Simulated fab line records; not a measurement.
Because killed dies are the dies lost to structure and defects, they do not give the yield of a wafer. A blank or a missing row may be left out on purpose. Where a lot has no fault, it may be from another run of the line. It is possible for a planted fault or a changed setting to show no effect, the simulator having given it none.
Struck lot and sound lot, side by side | flow rit cmos | 36 steps out of a route of 202
Sound: wafers L570.1, L570.2, L570.4. The struck wafers were L583.2, L583.3, L583.5. The cause comes at the end.
Per side, at each step with rows, come the tool, then ch with its chambers, and then its first start. Under that, the readings that differ: sound wafers | struck wafers | difference of the means | sigmas: that difference in standard deviations of wafers without a fault.
alike: a reading whose means differ by less than 2 such deviations, as well as words and numbers matching on both sides. not compared: withheld readings; readings where some wafer has no value; bounds like >300 that might hide an equal value; numbers whose values overlap and for which the record gives no deviation.
The two part at a step that has a row with sigmas, a row that says differs or no value, or rows on one side only. Non-overlapping numbers with no deviation appear without sigmas and do not part them. Lack of a reading on every wafer of one side parts them only where that side has two or more wafers.

RIT_SILICIDE_RTA_06: time 10 s, ramp up 5 s, ramp down 10 s.
  sound on rtp anneal-01 ch 0, day 4 19:07; struck on rtp anneal-02 ch 0, day 7 15:43
  alike: wafer_temp_C_max
RIT_CONTACT_CVD_00: deposits SiO2 from TEOS, target thk 400 nm, time 61 s.
  sound on pecvd-01 ch 0,1, day 4 19:11; struck on pecvd-04 ch 1,2, day 7 15:46
  alike: heater power w
RIT_CONTACT_THK_MEAS_01:
  struck on film metro-04, day 7 15:49; sound on film metro-01, day 4 19:14
  alike: CONTACT_TEOS_THK
then, 6 steps without rows for these wafers: RIT_CONTACT_HMDS_02 (prime time 60 s); RIT_CONTACT_COAT_03 (resist thk 1000 nm); RIT_CONTACT_SOFTBAKE_04 (time 60 s); RIT_CONTACT_EXPOSE_05 (exposes mask M11, target cd 1000 nm); RIT_CONTACT_PEB_06; RIT_CONTACT_DEVELOP_07 (develop time 120 s).
RIT_CONTACT_CD_MEAS_08: the cd target is 1000 nm.
  struck on cd sem-02, day 7 17:11; sound on cd sem-02, day 4 20:23
  alike: cd nm
RIT_CONTACT_OVL_MEAS_09:
  struck on overlay-01, day 7 17:18; sound on overlay-01, day 4 20:30
  alike: CONTACT_OVL
then, 1 step without rows for these wafers: RIT_CONTACT_HARDBAKE_10 (time 60 s).
RIT_CONTACT_ETCH_11: etches SiO2 in CHF3/CF4/Ar, stops on TiSi2, target depth 480 nm, time 320 s.
  sound on rie diel-03 ch 0,2, day 4 20:41; struck on rie diel-03 ch 0,1,2, day 7 17:31
  alike: drypump motor current A, oes product au, throttle valve pct
  not compared: rf hours counter h
RIT_CONTACT_STRIP_12: strips in O2, time 175.2 s.
  sound on plasma asher-01 ch 0,1, day 4 20:53; struck on plasma asher-01 ch 0,1, day 7 17:43
  alike: drypump motor current A, o2 flow sccm, rf refl power W
  not compared: rf hours counter h
RIT_CONTACT_CD_MEAS_90: the cd target is 1000 nm.
  struck on cd sem-02, day 7 17:55; sound on cd sem-02, day 4 21:03
  alike: cd nm
then, 2 steps without rows for these wafers: RIT_CONTACT_CLEAN_13 (cleans in SC1, time 600 s); RIT_CONTACT_CLEAN_14 (cleans in SC2, time 600 s).
RIT_M1_SPUTTER_00: material Al, target thk 400 nm, time 500 s.
  struck on pvd sputter-04, day 7 18:26; sound on pvd sputter-01, day 4 21:34
  alike: throttle valve pct
RIT_M1_RS_MEAS_01: a four-point-probe measurement.
  struck on film metro-04, day 7 18:45; sound on film metro-04, day 4 21:51
  alike: M1_AL_RS
RIT_M1_THK_MEAS_02: measures by xrf.
  struck on film metro-04, day 7 18:52; sound on film metro-04, day 4 21:58
  alike: M1_AL_THK
then, 6 steps without rows for these wafers: RIT_M1_HMDS_03 (prime time 60 s); RIT_M1_COAT_04 (resist thk 1300 nm); RIT_M1_SOFTBAKE_05 (time 60 s); RIT_M1_EXPOSE_06 (exposes mask M12, target cd 2600 nm); RIT_M1_PEB_07; RIT_M1_DEVELOP_08 (develop time 68 s).
RIT_M1_CD_MEAS_09: the cd target is 2600 nm.
  struck on cd sem-02, day 7 20:06; sound on cd sem-02, day 4 22:55
  reading    | sound                | struck               | difference | sigmas
  cd nm (nm) | 2601.5 2603.2 2603.9 | 2597.1 2595.5 2597.4 | -6.2       | -2
RIT_M1_OVL_MEAS_10:
  struck on overlay-01, day 7 20:12; sound on overlay-01, day 4 23:02
  alike: M1_OVL
then, 3 steps without rows for these wafers: RIT_M1_HARDBAKE_11 (time 120 s); RIT_M1_METAL_ETCH_12 (etches Al in Cl2/BCl3, stops on SiO2, time 165 s, target depth 600 nm); RIT_M1_STRIP_13 (strips in nmp, time 600 s).
RIT_M1_STRIP_14: strips in O2, time 180 s.
  sound on plasma asher-03 ch 0,1, day 4 23:39; struck on plasma asher-04 ch 0,1, day 7 20:55
  alike: drypump motor current A, o2 flow sccm, rf refl power W
  not compared: rf hours counter h
RIT_M1_CD_MEAS_90: the cd target is 2600 nm.
  struck on cd sem-01, day 7 21:07; sound on cd sem-02, day 4 23:50
  reading    | sound          | struck         | difference | sigmas
  cd nm (nm) | 2605 2601 2606 | 2597 2596 2597 | -7         | -2
then, 1 step without rows for these wafers: RIT_M1_ANNEAL_15 (time 1800 s).
RIT_M1_BOW_MEAS_16:
  struck on film metro-01, day 8 00:00; sound on film metro-01, day 5 01:27
  alike: M1_BOW
RIT_M1_PROBE_99:
  the record has rows for the struck wafers here (prober-01, day 8 00:09) and none for the sound ones

== WHERE THEY PART ==
At RIT_M1_CD_MEAS_09 first; at RIT_M1_PROBE_99 last (within this record only).

WHY: what had been put in by the simulator
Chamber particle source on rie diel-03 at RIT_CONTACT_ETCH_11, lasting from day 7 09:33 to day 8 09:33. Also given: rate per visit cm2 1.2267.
